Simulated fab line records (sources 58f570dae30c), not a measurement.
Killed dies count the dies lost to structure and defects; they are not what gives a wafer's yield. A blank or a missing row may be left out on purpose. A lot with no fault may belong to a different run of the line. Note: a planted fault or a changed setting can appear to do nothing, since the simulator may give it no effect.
Which tool was responsible?    flow berkeley cmos170    Sampling: 14 lots, 42 wafers, 5 of 331 route steps

== WHAT THE GAUGES SHOWED, per wafer ==
UCB170_FIELD_THK_MEAS_02. Usual: FIELD_OXIDE_THK gives 550 nm (standard deviation 9.1).
lot   measured     on             FIELD_OXIDE_THK (nm)  flag
L916  day 4 07:39  film metro-03  542 545 554           
L917  day 4 07:40  film metro-04  553 555 549           
L918  day 4 13:17  film metro-01  561 564 560           
L919  day 4 20:17  film metro-03  538 537 525           
L921  day 5 06:12  film metro-04  557 550 548           
L920  day 5 06:13  film metro-01  555 552 557           
L925  day 5 22:59  film metro-01  560 560 556           
L927  day 6 13:17  film metro-01  538 534 534           
L926  day 6 13:18  film metro-04  546 541 550           
L928  day 6 20:39  film metro-01  551 550 552           
L929  day 7 03:56  film metro-04  553 552 551           
L937  day 8 15:51  film metro-04  546 548 547           
L939  day 8 21:19  film metro-04  560 556 557           
L938  day 8 21:20  film metro-03  564 557 545           

UCB170_NLDD_CD_MEAS_06: the cd target is 1200 nm. Usual: 1200.1 nm for cd nm, sd 1.7.
lot   measured      on         cd nm (nm)            flag
L916  day 5 19:31   cd sem-01  1199.1 1199.7 1200.3  
L917  day 5 18:32   cd sem-01  1200.6 1201.7 1202.0  
L918  day 6 07:26   cd sem-01  1203.9 1203.6 1204.3  
L919  day 6 09:19   cd sem-02  1199.3 1198.4 1198.5  
L921  day 6 23:28   cd sem-01  1201.2 1201.9 1201.8  
L920  day 7 01:29   cd sem-01  1198.0 1199.4 1200.3  
L925  day 7 09:32   cd sem-01  1199.4 1201.5 1201.7  
L927  day 7 18:34   cd sem-01  1200.0 1199.0 1200.4  
L926  day 7 17:15   cd sem-02  1200.7 1199.4 1202.0  
L928  day 8 07:01   cd sem-01  1197.9 1198.6 1198.3  
L929  day 8 15:55   cd sem-01  1197.6 1197.2 1196.5  
L937  day 10 06:07  cd sem-02  1222.1 1222.6 1222.3  OFF
L939  day 10 21:01  cd sem-02  1200.7 1199.9 1200.8  
L938  day 10 20:48  cd sem-01  1219.9 1220.8 1221.4  OFF

UCB170_PSD_OVL_MEAS_07. Usual: PSD_OVL gives -2 nm (standard deviation 6.2).
lot   measured      on          PSD_OVL (nm)  flag
L916  day 6 04:22   overlay-02  -6 -11 -3     
L917  day 6 03:55   overlay-01  -6 -1 -1      
L918  day 6 11:19   overlay-01  -6 -12 -8     
L919  day 6 13:09   overlay-01  6 0 -7        
L921  day 7 06:18   overlay-02  -1 0 -2       
L920  day 7 06:35   overlay-01  1 0 -10       
L925  day 7 13:54   overlay-02  -15 -4 0      
L927  day 8 00:08   overlay-01  -16 -8 -18    
L926  day 7 23:53   overlay-02  -3 0 4        
L928  day 8 14:11   overlay-02  -3 3 -4       
L929  day 8 23:07   overlay-01  0 3 0         
L937  day 10 12:59  overlay-02  -2 1 4        
L939  day 11 03:47  overlay-01  -8 0 -6       
L938  day 11 03:47  overlay-02  -10 1 2       

UCB170_NSD_OVL_MEAS_07. Usual: NSD_OVL gives 5 nm (standard deviation 5.2).
lot   measured      on          NSD_OVL (nm)  flag
L916  day 6 07:22   overlay-02  -1 4 8        
L917  day 6 07:06   overlay-02  9 8 3         
L918  day 6 16:08   overlay-01  9 8 7         
L919  day 6 16:20   overlay-01  5 11 3        
L921  day 7 09:08   overlay-01  0 -1 -5       
L920  day 7 11:50   overlay-02  -1 -2 -3      
L925  day 7 16:28   overlay-02  2 5 2         
L927  day 8 02:10   overlay-02  16 12 12      
L926  day 8 01:56   overlay-01  7 5 4         
L928  day 8 15:50   overlay-01  4 7 11        
L929  day 9 00:46   overlay-01  -2 9 -4       
L937  day 10 16:04  overlay-01  12 4 6        
L939  day 11 09:41  overlay-02  6 11 16       
L938  day 11 09:16  overlay-01  0 3 4         

== WHICH TOOL RAN EACH LOT (tool, then ch and the chambers of the sampled wafers, then the start) ==
lot   UCB170_NLDD_PEB_04
L916  litho track-02 ch 0, day 5 19:14
L917  litho track-04 ch 0, day 5 18:16
L918  litho track-02 ch 0, day 6 07:10
L919  litho track-04 ch 0, day 6 09:03
L921  litho track-04 ch 0, day 6 23:12
L920  litho track-02 ch 0, day 7 01:11
L925  litho track-04 ch 0, day 7 09:15
L927  litho track-03 ch 0, day 7 18:17
L926  litho track-03 ch 0, day 7 16:59
L928  litho track-03 ch 0, day 8 06:45
L929  litho track-03 ch 0, day 8 15:39
L937  litho track-03 ch 0, day 10 05:51
L939  litho track-04 ch 0, day 10 20:45
L938  litho track-03 ch 0, day 10 20:32
- UCB170_NLDD_PEB_04

== AS READ BY THE TOOLS THEMSELVES (means over the sampled wafers that have a number; for cases with no such wafer, the mark the record gives instead) ==
The record holds no such reading with a usual standard deviation.

== THE ANSWER, worked out from the rows above alone ==
Rule: lot off if the mean of its wafers having a number is beyond 3 standard deviations from the usual mean. Also off: a lot with no number at a reading for which 4 or more lots have one. All remaining lots with rows at the step are treated as sound. The gauges are gone through in route order, then the tools' own readings, and for those a lot's mean is taken as printed above. At the first step where some lot is off, the reading lying furthest off is the one used; lots without a number count as furthest.
Off: L937, L938 (UCB170_NLDD_CD_MEAS_06, cd nm).
A tool fits if, at a process step before that reading, it ran every lot that is off, and no sound lot after the first of them. Those tools and the gauges at UCB170_NLDD_CD_MEAS_06 are tried in the same way. One fits: litho track-03 at UCB170_NLDD_PEB_04. A fault onset in the window from L929 (day 8 15:39, its last sound lot) to L937 (day 10 05:51, its first lot off) fits.

== WHAT THE SIMULATOR HAD INSERTED ==
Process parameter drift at UCB170_NLDD_PEB_04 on litho track-03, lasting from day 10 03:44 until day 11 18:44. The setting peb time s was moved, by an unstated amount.
Lots struck among those shown: L937, L938. The rule given above showed the same thing.
